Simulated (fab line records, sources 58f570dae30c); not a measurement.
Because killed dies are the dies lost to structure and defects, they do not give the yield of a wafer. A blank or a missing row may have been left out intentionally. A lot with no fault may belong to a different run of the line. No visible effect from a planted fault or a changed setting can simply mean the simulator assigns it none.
Which tool did it? || flow berkeley_cmos170 || 7 lots (21 wafers sampled), 1 step of a 331-step route

== WHAT EACH GAUGE READ, for each wafer ==
UCB170_NVT_OVL_MEAS_06.
{"lot": "L855", "measured": "day 6 21:40", "on": "overlay-01", "NVT_OVL (nm)": "9 5 7"}
{"lot": "L853", "measured": "day 6 22:06", "on": "overlay-02", "NVT_OVL (nm)": "12 9 4"}
{"lot": "L858", "measured": "day 7 10:54", "on": "overlay-02", "NVT_OVL (nm)": "-2 -1 -10"}
{"lot": "L859", "measured": "day 7 17:38", "on": "overlay-01", "NVT_OVL (nm)": "-7 -2 -11"}
{"lot": "L867", "measured": "day 9 15:48", "on": "overlay-01", "NVT_OVL (nm)": "4 2 3"}
{"lot": "L872", "measured": "day 10 12:38", "on": "overlay-01", "NVT_OVL (nm)": "-1 -2 -8"}
{"lot": "L874", "measured": "day 11 00:02", "on": "overlay-01", "NVT_OVL (nm)": "-6 -13 -8"}

== WHAT TOOL EACH LOT RAN ON (gives the tool, then ch and the chambers of the sampled wafers, and finally the start) ==
There is no process step in the record ahead of these readings.

== THE ANSWER, worked out from the rows above alone ==
Rule: the usual values come from the lots themselves. The widest of any qualifying gaps counts: lots, ordered by their means at a reading, are off when they make up no more than a third of the lots, leave a main group of 4 or more, and stand apart from it by 3 or more times the standard deviation of that group's means. A main group is skipped when, at the precision printed for the reading in the tables above, its means are all equal. Also off: a lot with no number at a reading for which 4 or more lots have one. The other lots that the step has rows for count as sound.
No lot is off at any reading shown: from this, nothing can be told.

== WHAT WAS PUT IN BY THE SIMULATOR ==
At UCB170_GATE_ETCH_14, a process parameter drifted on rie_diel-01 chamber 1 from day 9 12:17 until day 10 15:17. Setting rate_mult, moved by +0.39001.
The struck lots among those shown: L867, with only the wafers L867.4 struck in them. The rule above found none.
